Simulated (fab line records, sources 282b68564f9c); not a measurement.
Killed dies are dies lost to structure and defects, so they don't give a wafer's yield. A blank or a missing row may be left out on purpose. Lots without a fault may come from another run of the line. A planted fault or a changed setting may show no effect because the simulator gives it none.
A struck lot beside a sound one | flow rit_cmos | 15 steps out of a route of 202
Sound: wafers L734.2, L734.3, L734.6. Struck: wafers L737.2, L737.4, L737.6. The cause comes at the end.
At each step with rows: each side's tool, then ch and its chambers, then its first start. Under that, the readings that differ: sound wafers | struck wafers | difference of the means | sigmas: that difference in standard deviations of wafers without a fault.
alike: readings whose means differ by less than 2 such deviations, and words and numbers that are the same on both sides. not compared: withheld readings, readings that some wafer has no value for, bounds like >300 that may hide the same value, and numbers for which the record gives no deviation and whose values overlap.
The two part at a step that has a row with sigmas, a row that says differs or no value, or rows on one side only. Numbers that don't overlap but have no deviation are shown without sigmas and don't part them. A reading that every wafer of one side lacks parts them only if that side has two wafers or more.

RIT_CONTACT_STRIP_12: strips in O2, time 180 s.
  sound on plasma_asher-01 ch 0,1, day 6 08:53; struck on plasma_asher-04 ch 0, day 6 17:52
  alike: drypump_motor_current_A, o2_flow_sccm
  not compared: rf_hours_counter_h
RIT_CONTACT_CD_MEAS_90: target cd 1000 nm.
  sound on cd_sem-01, day 6 09:05; struck on cd_sem-02, day 6 18:03
  alike: cd_nm
then, 2 steps without rows for these wafers: RIT_CONTACT_CLEAN_13 (cleans in SC1, time 600 s); RIT_CONTACT_CLEAN_14 (cleans in SC2, time 600 s).
RIT_M1_SPUTTER_00: material Al, target thk 400 nm, time 500 s.
  sound on pvd_sputter-04, day 6 09:32; struck on pvd_sputter-03, day 6 18:31
  alike: throttle_valve_pct
RIT_M1_RS_MEAS_01: measures by four-point-probe.
  sound on film_metro-03, day 6 09:51; struck on film_metro-04, day 6 18:50
  alike: M1_AL_RS
RIT_M1_THK_MEAS_02: measures by xrf.
  sound on film_metro-03, day 6 09:58; struck on film_metro-04, day 6 18:56
  alike: M1_AL_THK
then, 5 steps without rows for these wafers: RIT_M1_HMDS_03 (prime time 60 s); RIT_M1_COAT_04 (resist thk 1300 nm); RIT_M1_SOFTBAKE_05 (time 60 s); RIT_M1_EXPOSE_06 (exposes mask M12, target cd 2600 nm); RIT_M1_PEB_07.
RIT_M1_DEVELOP_08: develop time 68 s.
  sound on litho_track-04 ch 0, day 6 10:00; struck on litho_track-04 ch 0, day 6 20:00
  reading              | sound             | struck            | difference | sigmas
  developer_temp_C (C) | 23.10 22.94 23.12 | 22.34 22.29 22.18 | -0.78      | -9
RIT_M1_CD_MEAS_09: target cd 2600 nm.
  sound on cd_sem-01, day 6 11:02; struck on cd_sem-02, day 6 20:15
  reading    | sound                | struck               | difference | sigmas
  cd_nm (nm) | 2602.4 2601.3 2602.7 | 2596.6 2593.6 2596.5 | -6.6       | -3
RIT_M1_PROBE_99:
  sound on prober-01, day 6 14:01; struck on prober-02, day 6 23:43
  alike: defect_limited_yield, killed_at_front_end, killed_dies, killed_open, killed_short, sort_bin_3_pad_short, sort_bin_5_function, sort_bin_6_memory, sort_n_pass, sort_yield_pct

WHERE THEY PART
First at RIT_M1_DEVELOP_08; last, within this record, at RIT_M1_CD_MEAS_09. Later steps at which nothing parts them and some readings are alike: RIT_M1_PROBE_99.

WHY: what the simulator had put in
Process parameter drift: litho_track-04, from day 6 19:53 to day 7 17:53, at RIT_M1_DEVELOP_08. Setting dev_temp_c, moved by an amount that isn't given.
